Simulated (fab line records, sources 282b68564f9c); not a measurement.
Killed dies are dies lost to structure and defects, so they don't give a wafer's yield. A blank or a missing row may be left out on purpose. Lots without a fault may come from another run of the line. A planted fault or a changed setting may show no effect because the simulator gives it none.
fab line records | flow rit_cmos
record lots=5 wafers=15 last_day=7
route steps=202 shown FOX1@21 FOX2@23 NWELL@28 PWELL@39 WELLDRIVE@50 NRETRO@53
lots that met no fault: from a run of the same line without faults
start_h: hours from the record's first day to the start of the lot's first wafer shown | wait_h: hours since the lot's step before | " the same as in the row above | L1.1+2: a row that stands for several wafers | - no value, or no start given | * or withheld: withheld | < > ~ a bound
route shown NAME@n: a module of which the file shows steps, and the number in the route of the first | usual: mean/standard deviation of fault-free wafers | same: alike in all rows | chamber/n: place in a boat | sites: the reading at each site | _std_site: their standard deviation | _edge_site: outer sites' mean less inner sites' | radius_mm: how far each site lies from the wafer's centre | mask NAME#n: copy n | behind: the tool/chamber that last shaped the wafer | hold: why the lot was held/for how many hours/how that ended | device: the transistor (n, p or np) that didn't switch | end of line: the same wafers' tests at the end of the route | a step without rows: its recipe alone | killed: dies lost to structure and defects at the first sort, not the wafer's yield | map: a wafer's dies, x killed, . not, _ none there
set.NAME: the setting as run; set.NAME@STEP: as run at that earlier step | model.NAME: the simulator's own value behind a step, which no gauge read
lots at some steps of the route; a table a step, a row a wafer
services: from which hour (start_h, from the record's first day; less than 0 if before it) a tool's chamber was out of use, for how many hours, and why
## steps
# step RIT_FOX1_THK_MEAS_01
# recipe reads=SiO2_of_FOX1_OXIDATION_00
# usual FOX1_OXIDE_THK=347/5.7
# columns lot.wafer tool chamber start_h wait_h FOX1_OXIDE_THK[nm]
L081.1 film_metro-01 - 52.52 0.0 342
L081.3 " - " " 338
L081.4 " - " " 341
L090.1 film_metro-01 - 96.82 0.0 349
L090.4 " - " " 351
L090.6 " - " " 351
L091.1 film_metro-04 - 101.84 0.0 356
L091.2 " - " " 352
L091.6 " - " " 357
L095.2 film_metro-04 - 121.95 0.0 353
L095.3 " - " " 351
L095.6 " - " " 354
L097.1 film_metro-01 - 131.96 0.0 343
L097.3 " - " " 344
L097.5 " - " " 351
# step RIT_FOX1_WET_ETCH_02
# recipe chemistry=BOE target_depth_nm=350 time_s=390 temp_c=21.5 dry=n2_spin dilution=10:1 target=SiO2
# usual temp_c=21.50/0.098
# columns lot.wafer tool chamber start_h wait_h temp_c
L081.1 wet_bench-04 1 52.58 0.1 21.59
L081.3 " 1 " " 21.50
L081.4 " 1 " " 21.56
L090.1 wet_bench-04 3 96.88 0.1 21.55
L090.4 " 3 " " 21.46
L090.6 " 3 " " 21.53
L091.1 wet_bench-01 3 101.90 0.1 21.54
L091.2 " 3 " " 21.52
L091.6 " 3 " " 21.40
L095.2 wet_bench-04 2 122.00 0.0 21.45
L095.3 " 2 " " 21.67
L095.6 " 2 " " 21.59
L097.1 wet_bench-01 1 132.02 0.1 21.44
L097.3 " 1 " " 21.58
L097.5 " 1 " " 21.46
# step RIT_FOX2_OXIDATION_00
# recipe temp_c=1097 ambient=H2O target_thk_a=3507 p_h2o_torr=720 ox_time_s=1130
# columns lot.wafer tool chamber start_h wait_h
L081.1+3+4 furnace-02 0 52.69 0.0
L090.1+4+6 furnace-01 0 97.00 0.0
L091.1+2+6 furnace-02 0 102.01 0.0
L095.2+3+6 furnace-03 0 122.93 0.8
L097.1+3+5 furnace-02 0 132.16 0.0
# step RIT_FOX2_THK_MEAS_01
# recipe reads=SiO2_of_FOX2_OXIDATION_00
# usual FOX2_OXIDE_THK=342/6
# columns lot.wafer tool chamber start_h wait_h FOX2_OXIDE_THK[nm]
L081.1 film_metro-02 - 54.01 0.0 327
L081.3 " - " " 336
L081.4 " - " " 340
L090.1 film_metro-03 - 98.31 0.0 342
L090.4 " - " " 341
L090.6 " - " " 338
L091.1 film_metro-04 - 103.33 0.0 352
L091.2 " - " " 346
L091.6 " - " " 348
L095.2 film_metro-04 - 124.26 0.0 348
L095.3 " - " " 350
L095.6 " - " " 351
L097.1 film_metro-04 - 133.48 0.0 343
L097.3 " - " " 342
L097.5 " - " " 342
# step RIT_FOX2_CLEAN_02
# recipe chemistry=dHF dilution=50:1 time_s=180
# columns lot.wafer tool chamber start_h wait_h
L081.1+3+4 wet_bench-01 0 54.12 0.1
L090.1+4+6 wet_bench-03 2 98.37 0.1
L091.1+2+6 wet_bench-03 1 103.39 0.1
L095.2+3+6 wet_bench-02 1 124.31 0.0
L097.1+3+5 wet_bench-03 3 133.54 0.1
# step RIT_FOX2_WET_ETCH_03
# recipe chemistry=H3PO4 target=Si3N4 target_depth_nm=195 temp_c=165 time_s=2700
# usual bath_guard_temp_C=165.1/0.5 temp_c=164.99/0.15
# columns lot.wafer tool chamber start_h wait_h bath_guard_temp_C temp_c
L081.1 wet_bench-01 1 54.19 0.0 165.0 164.92
L081.3 " 1 " " 165.6 164.97
L081.4 " 1 " " 164.9 164.93
L090.1 wet_bench-01 2 98.43 0.0 164.1 165.02
L090.4 " 2 " " 163.9 164.82
L090.6 " 2 " " 163.9 164.87
L091.1 wet_bench-01 3 103.44 0.0 165.9 165.01
L091.2 " 3 " " 165.3 165.20
L091.6 " 3 " " 165.5 165.17
L095.2 wet_bench-01 0 124.37 0.0 165.0 165.01
L095.3 " 0 " " 164.9 164.82
L095.6 " 0 " " 165.1 164.76
L097.1 wet_bench-02 0 133.59 0.0 165.8 165.01
L097.3 " 0 " " 165.4 165.26
L097.5 " 0 " " 165.6 165.11
# step RIT_FOX2_THK_MEAS_90
# recipe reads=SiO2_of_FOX2_OXIDATION_00
# usual FIELD_OXIDE_LEFT_1_THK=315/6
# columns lot.wafer tool chamber start_h wait_h FIELD_OXIDE_LEFT_1_THK[nm]
L081.1 film_metro-04 - 55.01 0.0 300
L081.3 " - " " 309
L081.4 " - " " 312
L090.1 film_metro-03 - 99.19 0.0 314
L090.4 " - " " 314
L090.6 " - " " 311
L091.1 film_metro-03 - 104.20 0.0 325
L091.2 " - " " 319
L091.6 " - " " 320
L095.2 film_metro-04 - 125.13 0.0 320
L095.3 " - " " 322
L095.6 " - " " 323
L097.1 film_metro-04 - 134.50 0.0 315
L097.3 " - " " 314
L097.5 " - " " 314
# step RIT_NWELL_HMDS_00
# recipe prime_time_s=60 prime_temp_c=140
# usual resist_line_temp_C=22.98/0.094
# columns lot.wafer tool chamber start_h wait_h resist_line_temp_C
L081.1 litho_track-03 0 55.07 0.1 23.06
L081.3 " 0 " " 22.93
L081.4 " 0 " " 22.98
L090.1 litho_track-03 0 99.25 0.1 23.07
L090.4 " 0 " " 23.03
L090.6 " 0 " " 23.24
L091.1 litho_track-02 0 104.26 0.1 22.88
L091.2 " 0 " " 22.93
L091.6 " 0 " " 22.86
L095.2 litho_track-04 0 125.21 0.1 23.00
L095.3 " 0 " " 23.10
L095.6 " 0 " " 23.06
L097.1 litho_track-03 0 134.56 0.1 23.07
L097.3 " 0 " " 23.02
L097.5 " 0 " " 23.06
# step RIT_NWELL_COAT_01
# recipe resist=NOVOLAK spin_rpm=2000 resist_thk_nm=1300
# usual resist_line_temp_C=23.01/0.12
# columns lot.wafer tool chamber start_h wait_h resist_line_temp_C
L081.1 litho_track-03 0 55.22 0.1 22.81
L081.3 " 0 " " 22.89
L081.4 " 0 " " 22.81
L090.1 litho_track-03 0 99.40 0.1 23.02
L090.4 " 0 " " 22.94
L090.6 " 0 " " 23.00
L091.1 litho_track-02 0 104.41 0.1 23.14
L091.2 " 0 " " 23.08
L091.6 " 0 " " 22.98
L095.2 litho_track-04 0 125.36 0.1 22.94
L095.3 " 0 " " 22.82
L095.6 " 0 " " 23.05
L097.1 litho_track-03 0 134.71 0.1 23.02
L097.3 " 0 " " 23.01
L097.5 " 0 " " 22.90
# step RIT_NWELL_SOFTBAKE_02
# recipe resist=NOVOLAK temp_c=90 time_s=58.1
# usual plate_temp_C=90.02/0.13 resist_line_temp_C=23.00/0.11
# columns lot.wafer tool chamber start_h wait_h plate_temp_C resist_line_temp_C
L081.1 litho_track-03 0 55.37 0.1 90.13 22.91
L081.3 " 0 " " 90.25 22.63
L081.4 " 0 " " 90.19 22.80
L090.1 litho_track-03 0 99.55 0.1 90.12 22.87
L090.4 " 0 " " 90.30 23.02
L090.6 " 0 " " 90.18 22.99
L091.1 litho_track-02 0 104.56 0.1 89.98 22.84
L091.2 " 0 " " 89.90 23.06
L091.6 " 0 " " 90.05 22.84
L095.2 litho_track-04 0 125.51 0.1 90.07 23.07
L095.3 " 0 " " 90.06 23.02
L095.6 " 0 " " 89.95 22.90
L097.1 litho_track-03 0 134.86 0.1 90.14 23.06
L097.3 " 0 " " 89.96 22.97
L097.5 " 0 " " 90.00 23.00
# step RIT_NWELL_EXPOSE_03
# recipe mask_id=M2 na=0.57 target_cd_nm=43900 dose_mj=250
# usual focus_offset_nm=0.0/0.4
# columns lot.wafer tool chamber start_h wait_h mask focus_offset_nm
L081.1 iline_stepper-02 0 55.65 0.3 M2#0 -0.7
L081.3 " 0 " " M2#0 -0.1
L081.4 " 0 " " M2#0 -0.1
L090.1 iline_stepper-01 0 99.82 0.3 M2#0 0.3
L090.4 " 0 " " M2#0 -0.2
L090.6 " 0 " " M2#0 0.3
L091.1 iline_stepper-01 0 104.71 0.1 M2#0 0.3
L091.2 " 0 " " M2#0 0.0
L091.6 " 0 " " M2#0 0.2
L095.2 iline_stepper-01 0 125.65 0.1 M2#0 -0.4
L095.3 " 0 " " M2#0 -0.5
L095.6 " 0 " " M2#0 -0.3
L097.1 iline_stepper-01 0 135.23 0.4 M2#0 0.3
L097.3 " 0 " " M2#0 0.2
L097.5 " 0 " " M2#0 -0.1
# step RIT_NWELL_PEB_04
# recipe resist=NOVOLAK temp_c=withheld time_s=withheld
# usual resist_line_temp_C=*
# columns lot.wafer tool chamber start_h wait_h resist_line_temp_C
L081.1 litho_track-04 0 55.77 0.1 *
L081.3 " 0 " " *
L081.4 " 0 " " *
L090.1 litho_track-04 0 99.94 0.1 *
L090.4 " 0 " " *
L090.6 " 0 " " *
L091.1 litho_track-03 0 104.83 0.1 *
L091.2 " 0 " " *
L091.6 " 0 " " *
L095.2 litho_track-04 0 125.78 0.1 *
L095.3 " 0 " " *
L095.6 " 0 " " *
L097.1 litho_track-03 0 135.35 0.1 *
L097.3 " 0 " " *
L097.5 " 0 " " *
# step RIT_NWELL_DEVELOP_05
# recipe resist=NOVOLAK develop_time_s=68 dev_temp_c=23
# usual resist_line_temp_C=23.01/0.11
# columns lot.wafer tool chamber start_h wait_h resist_line_temp_C
L081.1 litho_track-04 0 - - 23.04
L081.3 " 0 " " 22.92
L081.4 " 0 " " 22.75
L090.1 litho_track-04 0 - - 22.96
L090.4 " 0 " " 23.01
L090.6 " 0 " " 23.07
L091.1 litho_track-03 0 - - 22.78
L091.2 " 0 " " 22.76
L091.6 " 0 " " 22.64
L095.2 litho_track-04 0 - - 22.89
L095.3 " 0 " " 22.91
L095.6 " 0 " " 22.90
L097.1 litho_track-03 0 - - 23.06
L097.3 " 0 " " 23.12
L097.5 " 0 " " 22.99
# step RIT_NWELL_OVL_MEAS_06
# usual NWELL_OVL=-0.4/1.4
# columns lot.wafer tool chamber start_h wait_h NWELL_OVL[nm]
L081.1 overlay-02 - 56.08 - -0.6
L081.3 " - " " -1.6
L081.4 " - " " 0.2
L090.1 overlay-01 - 100.25 - -0.5
L090.4 " - " " -1.9
L090.6 " - " " -1.0
L091.1 overlay-01 - 105.14 - 1.1
L091.2 " - " " 1.6
L091.6 " - " " 2.1
L095.2 overlay-02 - 126.07 - 1.7
L095.3 " - " " -0.8
L095.6 " - " " -0.5
L097.1 overlay-01 - 135.66 - 0.4
L097.3 " - " " -1.2
L097.5 " - " " 0.2
# step RIT_NWELL_HARDBAKE_07
# recipe resist=NOVOLAK temp_c=140 time_s=120
# usual plate_temp_C=140.01/0.14 resist_line_temp_C=23.02/0.11
# columns lot.wafer tool chamber start_h wait_h plate_temp_C resist_line_temp_C
L081.1 litho_track-02 0 56.12 0.0 140.09 23.08
L081.3 " 0 " " 140.12 22.99
L081.4 " 0 " " 139.95 23.13
L090.1 litho_track-04 0 100.29 0.0 140.04 22.90
L090.4 " 0 " " 140.11 23.02
L090.6 " 0 " " 140.26 23.00
L091.1 litho_track-02 0 105.18 0.0 139.83 22.95
L091.2 " 0 " " 140.09 23.03
L091.6 " 0 " " 140.09 23.24
L095.2 litho_track-02 0 126.20 0.1 139.86 22.87
L095.3 " 0 " " 140.02 22.91
L095.6 " 0 " " 139.73 22.94
L097.1 litho_track-03 0 135.70 0.0 140.16 23.06
L097.3 " 0 " " 139.87 22.92
L097.5 " 0 " " 139.91 23.03
# step RIT_NWELL_IMPLANT_08
# recipe species=P energy_kev=170 dose_cm2=5e+13 tilt_deg=7
# usual dose_ions_cm2=5e+13/4.6e+10
# columns lot.wafer tool chamber start_h wait_h dose_ions_cm2
L081.1 implanter-04 0 56.37 0.2 5.007e+13
L081.3 " 0 " " 5e+13
L081.4 " 0 " " 5.007e+13
L090.1 implanter-03 0 100.54 0.2 5e+13
L090.4 " 0 " " 4.994e+13
L090.6 " 0 " " 5e+13
L091.1 implanter-01 0 105.43 0.2 4.999e+13
L091.2 " 0 " " 4.999e+13
L091.6 " 0 " " 5.002e+13
L095.2 implanter-03 0 126.43 0.2 4.999e+13
L095.3 " 0 " " 4.998e+13
L095.6 " 0 " " 5e+13
L097.1 implanter-04 0 135.95 0.2 5.009e+13
L097.3 " 0 " " 4.996e+13
L097.5 " 0 " " 5.003e+13
# step RIT_NWELL_STRIP_09
# recipe chemistry=O2 time_s=180 resist=NOVOLAK platen_temp_c=withheld power_w=500 pressure_mtorr=4000 o2_flow_sccm=4000
# usual drypump_motor_current_A=5.4/0.38
# columns lot.wafer tool chamber start_h wait_h drypump_motor_current_A rf_hours_counter_h
L081.1 plasma_asher-02 1 56.52 0.1 5.7 42
L081.3 " 0 " " 5.3 -
L081.4 " 1 " " 5.7 -
L090.1 plasma_asher-02 1 100.69 0.1 5.7 47
L090.4 " 1 " " 5.7 -
L090.6 " 1 " " 5.7 -
L091.1 plasma_asher-02 1 105.58 0.1 5.7 47
L091.2 " 0 " " 5.3 47
L091.6 " 1 " " 5.7 -
L095.2 plasma_asher-02 0 126.56 0.1 5.3 50
L095.3 " 0 " " 5.3 -
L095.6 " 0 " " 5.3 -
L097.1 plasma_asher-02 0 136.10 0.1 5.3 51
L097.3 " 1 " " 5.7 -
L097.5 " 1 " " 5.7 -
# step RIT_NWELL_TW_MEAS_10
# usual NWELL_TW=2135/17
# columns lot.wafer tool chamber start_h wait_h NWELL_TW
L081.1 film_metro-04 - 56.69 0.1 2147
L081.3 " - " " 2137
L081.4 " - " " 2127
L090.1 film_metro-03 - 100.86 0.1 2117
L090.4 " - " " 2105
L090.6 " - " " 2124
L091.1 film_metro-01 - 105.75 0.1 2152
L091.2 " - " " 2162
L091.6 " - " " 2153
L095.2 film_metro-01 - 126.74 0.1 2150
L095.3 " - " " 2136
L095.6 " - " " 2149
L097.1 film_metro-01 - 136.27 0.1 2139
L097.3 " - " " 2147
L097.5 " - " " 2148
# step RIT_PWELL_HMDS_00
# recipe prime_time_s=60 prime_temp_c=140
# usual resist_line_temp_C=22.97/0.1
# columns lot.wafer tool chamber start_h wait_h resist_line_temp_C
L081.1 litho_track-03 0 56.75 0.1 22.85
L081.3 " 0 " " 22.91
L081.4 " 0 " " 22.93
L090.1 litho_track-01 0 100.92 0.1 22.91
L090.4 " 0 " " 22.96
L090.6 " 0 " " 23.05
L091.1 litho_track-02 0 105.81 0.1 22.86
L091.2 " 0 " " 22.88
L091.6 " 0 " " 23.03
L095.2 litho_track-01 0 126.82 0.1 22.98
L095.3 " 0 " " 23.16
L095.6 " 0 " " 23.02
L097.1 litho_track-03 0 136.33 0.1 23.06
L097.3 " 0 " " 22.94
L097.5 " 0 " " 22.99
# step RIT_PWELL_COAT_01
# recipe resist=NOVOLAK spin_rpm=2000 resist_thk_nm=1300
# usual resist_line_temp_C=22.99/0.11
# columns lot.wafer tool chamber start_h wait_h resist_line_temp_C
L081.1 litho_track-03 0 56.90 0.1 22.93
L081.3 " 0 " " 22.87
L081.4 " 0 " " 23.02
L090.1 litho_track-01 0 101.07 0.1 22.96
L090.4 " 0 " " 22.80
L090.6 " 0 " " 22.95
L091.1 litho_track-02 0 105.96 0.1 22.92
L091.2 " 0 " " 22.85
L091.6 " 0 " " 23.06
L095.2 litho_track-01 0 126.97 0.1 23.07
L095.3 " 0 " " 23.08
L095.6 " 0 " " 23.16
L097.1 litho_track-03 0 136.48 0.1 22.88
L097.3 " 0 " " 22.95
L097.5 " 0 " " 23.15
# step RIT_PWELL_SOFTBAKE_02
# recipe resist=NOVOLAK temp_c=90 time_s=60
# usual plate_temp_C=90.04/0.14 resist_line_temp_C=22.99/0.11
# columns lot.wafer tool chamber start_h wait_h plate_temp_C resist_line_temp_C
L081.1 litho_track-03 0 57.05 0.1 90.10 22.92
L081.3 " 0 " " 90.07 22.91
L081.4 " 0 " " 90.06 22.84
L090.1 litho_track-01 0 101.22 0.1 90.11 22.95
L090.4 " 0 " " 89.95 22.96
L090.6 " 0 " " 89.78 23.01
L091.1 litho_track-02 0 106.11 0.1 90.11 22.83
L091.2 " 0 " " 90.03 22.81
L091.6 " 0 " " 90.39 22.73
L095.2 litho_track-01 0 127.12 0.1 89.92 23.15
L095.3 " 0 " " 89.98 23.17
L095.6 " 0 " " 90.01 23.15
L097.1 litho_track-03 0 136.63 0.1 90.16 23.02
L097.3 " 0 " " 89.99 22.90
L097.5 " 0 " " 90.12 22.83
# step RIT_PWELL_EXPOSE_03
# recipe mask_id=M3 na=0.57 target_cd_nm=43700 dose_mj=250
# usual focus_offset_nm=-0.1/0.51
# columns lot.wafer tool chamber start_h wait_h mask focus_offset_nm
L081.1 iline_stepper-01 0 57.20 0.1 M3#0 0.3
L081.3 " 0 " " M3#0 -0.3
L081.4 " 0 " " M3#0 -1.1
L090.1 iline_stepper-02 0 101.37 0.1 M3#0 -0.2
L090.4 " 0 " " M3#0 -0.5
L090.6 " 0 " " M3#0 -1.2
L091.1 iline_stepper-02 0 106.26 0.1 M3#0 -0.1
L091.2 " 0 " " M3#0 -0.4
L091.6 " 0 " " M3#0 0.3
L095.2 iline_stepper-01 0 127.26 0.1 M3#0 -0.3
L095.3 " 0 " " M3#0 -0.1
L095.6 " 0 " " M3#0 0.3
L097.1 iline_stepper-01 0 136.78 0.1 M3#0 -0.2
L097.3 " 0 " " M3#0 0.4
L097.5 " 0 " " M3#0 0.7
# step RIT_PWELL_PEB_04
# recipe resist=NOVOLAK temp_c=withheld time_s=withheld
# usual resist_line_temp_C=*
# columns lot.wafer tool chamber start_h wait_h resist_line_temp_C
L081.1 litho_track-01 0 57.36 0.1 *
L081.3 " 0 " " *
L081.4 " 0 " " *
L090.1 litho_track-01 0 101.49 0.1 *
L090.4 " 0 " " *
L090.6 " 0 " " *
L091.1 litho_track-03 0 106.38 0.1 *
L091.2 " 0 " " *
L091.6 " 0 " " *
L095.2 litho_track-01 0 127.38 0.1 *
L095.3 " 0 " " *
L095.6 " 0 " " *
L097.1 litho_track-03 0 136.90 0.1 *
L097.3 " 0 " " *
L097.5 " 0 " " *
# step RIT_PWELL_DEVELOP_05
# recipe resist=NOVOLAK develop_time_s=68 dev_temp_c=23
# usual resist_line_temp_C=22.97/0.13
# columns lot.wafer tool chamber start_h wait_h resist_line_temp_C
L081.1 litho_track-01 0 - - 23.04
L081.3 " 0 " " 23.03
L081.4 " 0 " " 23.04
L090.1 litho_track-01 0 - - 22.95
L090.4 " 0 " " 22.89
L090.6 " 0 " " 22.96
L091.1 litho_track-03 0 - - 22.78
L091.2 " 0 " " 22.79
L091.6 " 0 " " 22.76
L095.2 litho_track-01 0 - - 22.97
L095.3 " 0 " " 22.89
L095.6 " 0 " " 23.08
L097.1 litho_track-03 0 - - 23.16
L097.3 " 0 " " 23.13
L097.5 " 0 " " 23.05
# step RIT_PWELL_OVL_MEAS_06
# usual PWELL_OVL=0.1/1.5
# columns lot.wafer tool chamber start_h wait_h PWELL_OVL[nm]
L081.1 overlay-02 - 57.67 - -0.2
L081.3 " - " " -3.8
L081.4 " - " " -0.8
L090.1 overlay-02 - 101.80 - -1.9
L090.4 " - " " -3.0
L090.6 " - " " -1.8
L091.1 overlay-02 - 106.69 - -0.3
L091.2 " - " " 1.1
L091.6 " - " " 1.6
L095.2 overlay-02 - 127.68 - -1.0
L095.3 " - " " -0.8
L095.6 " - " " -0.5
L097.1 overlay-01 - 137.21 - 1.3
L097.3 " - " " -0.6
L097.5 " - " " 0.2
# step RIT_PWELL_HARDBAKE_07
# recipe resist=NOVOLAK temp_c=140 time_s=120
# usual plate_temp_C=139.98/0.15 resist_line_temp_C=22.98/0.1
# columns lot.wafer tool chamber start_h wait_h plate_temp_C resist_line_temp_C
L081.1 litho_track-03 0 57.85 0.2 139.88 23.09
L081.3 " 0 " " 140.04 23.09
L081.4 " 0 " " 140.16 23.07
L090.1 litho_track-02 0 101.84 0.0 139.91 22.89
L090.4 " 0 " " 140.00 23.01
L090.6 " 0 " " 140.06 23.00
L091.1 litho_track-02 0 106.73 0.0 140.14 23.13
L091.2 " 0 " " 140.10 22.85
L091.6 " 0 " " 140.10 22.89
L095.2 litho_track-03 0 127.75 0.1 140.03 23.02
L095.3 " 0 " " 139.98 23.10
L095.6 " 0 " " 140.12 23.02
L097.1 litho_track-03 0 137.25 0.0 139.98 23.00
L097.3 " 0 " " 139.88 23.03
L097.5 " 0 " " 140.14 22.84
# step RIT_PWELL_IMPLANT_08
# recipe species=B energy_kev=168.6 dose_cm2=7e+13 tilt_deg=7
# usual dose_ions_cm2=6.998e+13/7.1e+10
# columns lot.wafer tool chamber start_h wait_h dose_ions_cm2
L081.1 implanter-04 0 58.10 0.2 7.001e+13
L081.3 " 0 " " 7.003e+13
L081.4 " 0 " " 6.995e+13
L090.1 implanter-04 0 102.09 0.2 6.996e+13
L090.4 " 0 " " 7.001e+13
L090.6 " 0 " " 6.996e+13
L091.1 implanter-02 0 106.98 0.2 6.991e+13
L091.2 " 0 " " 7e+13
L091.6 " 0 " " 7.003e+13
L095.2 implanter-02 0 127.98 0.2 7.007e+13
L095.3 " 0 " " 6.99e+13
L095.6 " 0 " " 7e+13
L097.1 implanter-02 0 137.50 0.2 6.997e+13
L097.3 " 0 " " 6.997e+13
L097.5 " 0 " " 7.01e+13
# step RIT_PWELL_STRIP_09
# recipe chemistry=O2 time_s=180 resist=NOVOLAK platen_temp_c=withheld power_w=500 pressure_mtorr=4000 o2_flow_sccm=4000
# usual drypump_motor_current_A=5.5/0.36
# columns lot.wafer tool chamber start_h wait_h drypump_motor_current_A rf_hours_counter_h
L081.1 plasma_asher-03 0 58.25 0.1 4.8 42
L081.3 " 0 " " 4.8 -
L081.4 " 1 " " 5.7 -
L090.1 plasma_asher-02 1 102.24 0.1 5.7 47
L090.4 " 0 " " 5.3 -
L090.6 " 1 " " 5.7 -
L091.1 plasma_asher-03 1 107.13 0.1 5.7 47
L091.2 " 0 " " 4.8 47
L091.6 " 1 " " 5.8 -
L095.2 plasma_asher-03 1 128.11 0.1 5.7 50
L095.3 " 0 " " 4.8 -
L095.6 " 0 " " 4.8 -
L097.1 plasma_asher-04 1 137.65 0.1 5.5 2
L097.3 " 0 " " 5.8 -
L097.5 " 0 " " 5.8 -
# step RIT_PWELL_TW_MEAS_10
# usual PWELL_TW=946/8.9
# columns lot.wafer tool chamber start_h wait_h PWELL_TW
L081.1 film_metro-03 - 58.43 0.1 940
L081.3 " - " " 932
L081.4 " - " " 940
L090.1 film_metro-01 - 102.41 0.1 954
L090.4 " - " " 961
L090.6 " - " " 956
L091.1 film_metro-04 - 107.30 0.1 945
L091.2 " - " " 941
L091.6 " - " " 945
L095.2 film_metro-04 - 128.29 0.1 939
L095.3 " - " " 945
L095.6 " - " " 942
L097.1 film_metro-03 - 137.83 0.1 940
L097.3 " - " " 938
L097.5 " - " " 936
# step RIT_WELLDRIVE_ANNEAL_00
# recipe temp_c=1100 time_s=14700 ambient=N2
# columns lot.wafer tool chamber start_h wait_h
L081.1+3+4 furnace-04 0 58.49 0.1
L090.1+4+6 furnace-03 0 102.61 0.2
L091.1+2+6 furnace-02 0 107.36 0.1
L095.2+3+6 furnace-04 0 128.40 0.1
L097.1+3+5 furnace-02 0 137.89 0.1
# step RIT_WELLDRIVE_RS_MEAS_01
# recipe thk_meas_gauge=four-point-probe
# usual NWELL_RS=275.2/0.72
# columns lot.wafer tool chamber start_h wait_h NWELL_RS[ohm/sq]
L081.1 film_metro-04 - 63.57 0.0 275.5
L081.3 " - " " 274.4
L081.4 " - " " 275.7
L090.1 film_metro-01 - 107.70 0.0 275.5
L090.4 " - " " 275.6
L090.6 " - " " 275.4
L091.1 film_metro-03 - 112.45 0.0 275.8
L091.2 " - " " 275.8
L091.6 " - " " 275.5
L095.2 film_metro-03 - 133.51 0.0 275.1
L095.3 " - " " 275.5
L095.6 " - " " 275.4
L097.1 film_metro-03 - 142.97 0.0 276.0
L097.3 " - " " 275.3
L097.5 " - " " 275.2
# step RIT_WELLDRIVE_RS_MEAS_02
# recipe thk_meas_gauge=four-point-probe
# usual PWELL_RS=429.6/1.3
# columns lot.wafer tool chamber start_h wait_h PWELL_RS[ohm/sq]
L081.1 film_metro-04 - 63.69 0.1 427.5
L081.3 " - " " 427.4
L081.4 " - " " 427.2
L090.1 film_metro-01 - 107.82 0.1 430.4
L090.4 " - " " 431.6
L090.6 " - " " 429.8
L091.1 film_metro-03 - 112.57 0.1 432.7
L091.2 " - " " 430.3
L091.6 " - " " 431.8
L095.2 film_metro-03 - 133.63 0.1 430.4
L095.3 " - " " 429.3
L095.6 " - " " 429.8
L097.1 film_metro-03 - 143.09 0.1 431.3
L097.3 " - " " 429.3
L097.5 " - " " 431.6
# step RIT_NRETRO_HMDS_00
# recipe prime_time_s=60 prime_temp_c=140
# usual resist_line_temp_C=22.97/0.1
# columns lot.wafer tool chamber start_h wait_h resist_line_temp_C
L081.1 litho_track-03 0 63.84 0.1 22.98
L081.3 " 0 " " 23.27
L081.4 " 0 " " 22.95
L090.1 litho_track-03 0 107.94 0.1 23.01
L090.4 " 0 " " 22.86
L090.6 " 0 " " 22.96
L091.1 litho_track-01 0 112.69 0.1 23.09
L091.2 " 0 " " 23.10
L091.6 " 0 " " 23.16
L095.2 litho_track-01 0 133.75 0.1 23.09
L095.3 " 0 " " 22.85
L095.6 " 0 " " 23.02
L097.1 litho_track-03 0 143.21 0.1 22.96
L097.3 " 0 " " 22.81
L097.5 " 0 " " 22.86
# step RIT_NRETRO_COAT_01
# recipe resist=NOVOLAK spin_rpm=2000 resist_thk_nm=1300
# usual resist_line_temp_C=23.00/0.11
# columns lot.wafer tool chamber start_h wait_h resist_line_temp_C
L081.1 litho_track-03 0 63.99 0.1 22.87
L081.3 " 0 " " 22.96
L081.4 " 0 " " 23.00
L090.1 litho_track-03 0 108.09 0.1 22.84
L090.4 " 0 " " 22.95
L090.6 " 0 " " 22.82
L091.1 litho_track-01 0 112.84 0.1 22.92
L091.2 " 0 " " 22.97
L091.6 " 0 " " 22.96
L095.2 litho_track-01 0 133.90 0.1 23.04
L095.3 " 0 " " 22.93
L095.6 " 0 " " 23.17
L097.1 litho_track-03 0 143.36 0.1 23.16
L097.3 " 0 " " 23.07
L097.5 " 0 " " 23.15
# step RIT_NRETRO_SOFTBAKE_02
# recipe resist=NOVOLAK temp_c=90 time_s=60
# usual plate_temp_C=90.01/0.13 resist_line_temp_C=23.00/0.1
# columns lot.wafer tool chamber start_h wait_h plate_temp_C resist_line_temp_C
L081.1 litho_track-03 0 64.14 0.1 89.93 23.11
L081.3 " 0 " " 90.09 22.97
L081.4 " 0 " " 89.89 23.17
L090.1 litho_track-03 0 108.24 0.1 90.01 22.99
L090.4 " 0 " " 89.96 22.94
L090.6 " 0 " " 90.05 22.99
L091.1 litho_track-01 0 112.99 0.1 89.97 22.94
L091.2 " 0 " " 90.01 22.90
L091.6 " 0 " " 90.07 22.86
L095.2 litho_track-01 0 134.05 0.1 90.14 22.89
L095.3 " 0 " " 90.20 23.02
L095.6 " 0 " " 90.09 23.21
L097.1 litho_track-03 0 143.51 0.1 90.09 23.02
L097.3 " 0 " " 90.24 23.08
L097.5 " 0 " " 90.18 23.12
# step RIT_NRETRO_EXPOSE_03
# recipe mask_id=M4 na=0.57 target_cd_nm=43900 dose_mj=250
# usual focus_offset_nm=-0.1/0.47
# columns lot.wafer tool chamber start_h wait_h mask focus_offset_nm
L081.1 iline_stepper-01 0 64.29 0.1 M4#0 0.5
L081.3 " 0 " " M4#0 1.6
L081.4 " 0 " " M4#0 0.1
L090.1 iline_stepper-01 0 108.51 0.2 M4#0 0.0
L090.4 " 0 " " M4#0 0.4
L090.6 " 0 " " M4#0 0.3
L091.1 iline_stepper-02 0 113.26 0.2 M4#0 0.1
L091.2 " 0 " " M4#0 0.4
L091.6 " 0 " " M4#0 -0.4
L095.2 iline_stepper-02 0 134.32 0.2 M4#0 0.2
L095.3 " 0 " " M4#0 0.7
L095.6 " 0 " " M4#0 0.5
L097.1 iline_stepper-01 0 143.84 0.3 M4#0 -0.1
L097.3 " 0 " " M4#0 -0.3
L097.5 " 0 " " M4#0 -0.2
## services
# columns tool chamber start_h hours kind
implanter-04 - 37.59 0.6 repair
plasma_asher-04 - 54.47 2.2 repair
wet_bench-03 - 56.80 3.3 repair
furnace-04 - 68.91 3.7 pm
iline_stepper-01 - 92.55 2.1 pm
iline_stepper-01 - 94.64 - consumable_replace:lamp
iline_stepper-01 - 95.12 1.7 pm
iline_stepper-01 0 95.21 - calibration
furnace-03 - 98.95 1.7 pm
plasma_asher-04 - 108.75 9.0 pm
plasma_asher-04 0 108.75 9.0 vent_cycle
plasma_asher-04 1 108.75 9.0 vent_cycle
wet_bench-04 - 114.28 4.6 repair
implanter-03 - 115.19 9.1 pm
plasma_asher-04 0 117.75 - clean
plasma_asher-04 1 117.75 - clean
implanter-04 - 118.21 3.3 pm
plasma_asher-02 - 122.05 2.1 repair
implanter-04 - 123.72 1.7 repair
implanter-03 - 131.97 2.2 repair
implanter-03 - 134.20 3.1 pm
iline_stepper-02 - 134.84 8.9 pm
## key
fault none
